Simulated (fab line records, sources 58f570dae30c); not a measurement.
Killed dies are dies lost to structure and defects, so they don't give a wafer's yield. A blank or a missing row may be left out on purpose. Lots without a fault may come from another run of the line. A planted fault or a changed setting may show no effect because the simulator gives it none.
A struck lot beside a sound one | flow berkeley_cmos170 | 17 steps out of a route of 331
Sound: wafers L857.2, L857.5, L857.6. Struck: wafers L846.1, L846.3, L846.5. The cause comes at the end.
At each step with rows: each side's tool, then ch and its chambers, then its first start. Under that, the readings that differ: sound wafers | struck wafers | difference of the means | sigmas: that difference in standard deviations of wafers without a fault.
alike: readings whose means differ by less than 2 such deviations, and words and numbers that are the same on both sides. not compared: withheld readings, readings that some wafer has no value for, bounds like >300 that may hide the same value, and numbers for which the record gives no deviation and whose values overlap.
The two part at a step that has a row with sigmas, a row that says differs or no value, or rows on one side only. Numbers that don't overlap but have no deviation are shown without sigmas and don't part them. A reading that every wafer of one side lacks parts them only if that side has two wafers or more.

first, 2 steps without rows for these wafers: UCB170_M3_COAT_05 (resist thk 900 nm); UCB170_M3_SOFTBAKE_06 (time 60 s).
UCB170_M3_STRIP_07: strips in O2.
  sound on plasma_asher-03 ch 0,1, day 12 13:05; struck on plasma_asher-01 ch 1, day 9 23:48
  reading               | sound             | struck            | difference | sigmas
  oes_product_au (a.u.) | 0.727 0.727 0.731 | 0.736 0.732 0.744 | +0.009     | +2
  alike: drypump_motor_current_A, strip_time_to_endpoint_s
  not compared: rf_hours_counter_h
then, 7 steps without rows for these wafers: UCB170_M3_STRIP_08 (strips KrF in DMSO, time 600 s); UCB170_M3_COAT_09; UCB170_M3_COAT_10 (resist thk 900 nm); UCB170_M3_SOFTBAKE_11 (time 60 s); UCB170_M3_EXPOSE_12 (exposes mask METAL3, target cd 700 nm); UCB170_M3_PEB_13; UCB170_M3_DEVELOP_14 (develop time 45 s).
UCB170_M3_CD_MEAS_15: target cd 700 nm.
  sound on cd_sem-01, day 12 14:50; struck on cd_sem-02, day 10 00:55
  alike: cd_nm
UCB170_M3_OVL_MEAS_16:
  sound on overlay-01, day 12 14:56; struck on overlay-01, day 10 01:02
  reading     | sound      | struck | difference | sigmas
  M3_OVL (nm) | -22 -8 -15 | 2 5 -1 | +17        | +3
UCB170_M3_ETCH_17: etches BARC in N2/H2.
  sound on rie_diel-01 ch 1,2, day 12 14:58; struck on rie_diel-03 ch 0,1, day 10 01:04
  no value came back on the struck wafers for any of 5 readings (bias_w (W), chamber_pressure_mTorr (mTorr) and others); on the sound wafers bias_w (W) reads 99.6 99.9 99.7
UCB170_M3_METAL_ETCH_18: etches Al in Cl2/BCl3, stops on SiO2, target depth 1170 nm, time 195 s.
  sound on rie_metal-02 ch 0,1, day 12 15:01; struck on rie_metal-03 ch 0,1, day 10 01:07
  reading               | sound             | struck            | difference | sigmas
  oes_product_au (a.u.) | 0.863 0.862 0.856 | 0.373 0.376 0.373 | -0.486     | -49
  alike: bcl3_flow_sccm, bias_w, drypump_motor_current_A, throttle_valve_pct
  not compared: rf_hours_counter_h
UCB170_M3_STRIP_19: strips in O2.
  sound on plasma_asher-02 ch 0,1, day 12 15:11; struck on plasma_asher-03 ch 0,1, day 10 01:18
  alike: drypump_motor_current_A, oes_product_au
  not compared: rf_hours_counter_h
UCB170_M3_CD_MEAS_90: target cd 700 nm.
  sound on cd_sem-02, day 12 15:19; struck on cd_sem-01, day 10 01:24
  reading    | sound       | struck | difference                    | sigmas
  cd_nm (nm) | 696 694 696 | - - -  | no value on the struck wafers |
UCB170_M3_BOW_MEAS_20:
  sound on film_metro-03, day 12 15:26; struck on film_metro-03, day 10 01:31
  alike: M3_BOW

WHERE THEY PART
First at UCB170_M3_STRIP_07; last, within this record, at UCB170_M3_CD_MEAS_90. Later steps at which nothing parts them and some readings are alike: UCB170_M3_BOW_MEAS_20.

WHY: what the simulator had put in
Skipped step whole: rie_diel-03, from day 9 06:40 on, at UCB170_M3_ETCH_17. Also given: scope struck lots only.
